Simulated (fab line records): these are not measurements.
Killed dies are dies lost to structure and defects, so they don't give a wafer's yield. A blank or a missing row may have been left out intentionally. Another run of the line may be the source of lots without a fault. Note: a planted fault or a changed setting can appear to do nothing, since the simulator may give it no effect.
Which tool is to blame? ; flow rit_cmos ; 14 lots, 42 wafers sampled, at 2 steps of a route of 202

WHAT THE GAUGES READ, wafer by wafer
RIT_ACTIVE_CD_MEAS_11 targets a cd of 1400 nm. Usual: 1400.5 nm for cd_nm, sd 2.6.
lot;measured;on;cd_nm (nm);flag
L445;day 1 15:37;cd_sem-02;1398.8 1400.2 1400.5;
L449;day 2 12:56;cd_sem-01;1397.0 1399.0 1398.9;
L450;day 2 15:42;cd_sem-01;1397.4 1396.7 1398.4;
L453;day 3 07:25;cd_sem-02;1404.1 1404.5 1406.0;
L454;day 3 14:43;cd_sem-02;1399.8 1398.6 1400.1;
L455;day 3 16:59;cd_sem-01;1401.1 1403.1 1404.4;
L456;day 3 21:28;cd_sem-01;1399.2 1397.7 1399.2;
L457;day 4 04:30;cd_sem-01;1400.9 1398.6 1400.3;
L458;day 4 07:57;cd_sem-01;1400.6 1400.2 1398.5;
L460;day 4 18:41;cd_sem-01;1396.4 1397.4 1400.1;
L465;day 5 20:58;cd_sem-02;1327.8 1329.4 1327.8 1327.4 1329.4 1327.8;OFF
L466;day 6 08:47;cd_sem-02;1346.2 1348.2 1349.8 1346.0 1348.2 1350.1;OFF
L467;day 6 09:01;cd_sem-01;1405.1 1403.9 1404.5;
L468;day 6 14:57;cd_sem-01;1397.8 1399.1 1398.6;

EACH LOT AND THE TOOL THAT RAN IT (in order: tool; ch and the chambers of the sampled wafers; start)
lot;RIT_ACTIVE_COAT_06
L445;litho_track-03 ch 0, day 1 14:48
L449;litho_track-04 ch 0, day 2 12:05
L450;litho_track-04 ch 0, day 2 14:52
L453;litho_track-03 ch 0, day 3 06:29
L454;litho_track-03 ch 0, day 3 13:47
L455;litho_track-04 ch 0, day 3 16:09
L456;litho_track-03 ch 0, day 3 20:46
L457;litho_track-03 ch 0, day 4 03:49
L458;litho_track-01 ch 0, day 4 07:05
L460;litho_track-03 ch 0, day 4 18:00
L465;litho_track-03 ch 0, day 5 20:16
L466;litho_track-03 ch 0, day 6 08:05
L467;litho_track-04 ch 0, day 6 08:05
L468;litho_track-01 ch 0, day 6 14:08
- RIT_ACTIVE_COAT_06: resist thk 1000 nm.

AS READ BY THE TOOLS THEMSELVES (means over the sampled wafers that have a number; for cases with no such wafer, the mark the record gives instead)
The record holds no such reading with a usual standard deviation.

THE ANSWER, worked out from the rows above alone
Rule: take the mean of a lot's wafers that have a number; if it is more than 3 standard deviations from the usual mean, the lot is off. Also off: a lot with no number at a reading for which 4 or more lots have one. All remaining lots with rows at the step are treated as sound. First the gauges in route order, then the tools' own readings, where a lot's mean is used as printed above. At the first step where some lot is off, the reading lying furthest off is the one used; lots without a number count as furthest.
Off: L465, L466 (RIT_ACTIVE_CD_MEAS_11, cd_nm).
If a tool, at a process step before that reading, ran all the lots that are off and no sound lot after the first of them, it fits. The gauges at RIT_ACTIVE_CD_MEAS_11 are tried like those tools. Undecided on this evidence; 2 tools fit (litho_track-03 at RIT_ACTIVE_COAT_06, cd_sem-02 at RIT_ACTIVE_CD_MEAS_11).

WHAT THE SIMULATOR HAD PUT IN
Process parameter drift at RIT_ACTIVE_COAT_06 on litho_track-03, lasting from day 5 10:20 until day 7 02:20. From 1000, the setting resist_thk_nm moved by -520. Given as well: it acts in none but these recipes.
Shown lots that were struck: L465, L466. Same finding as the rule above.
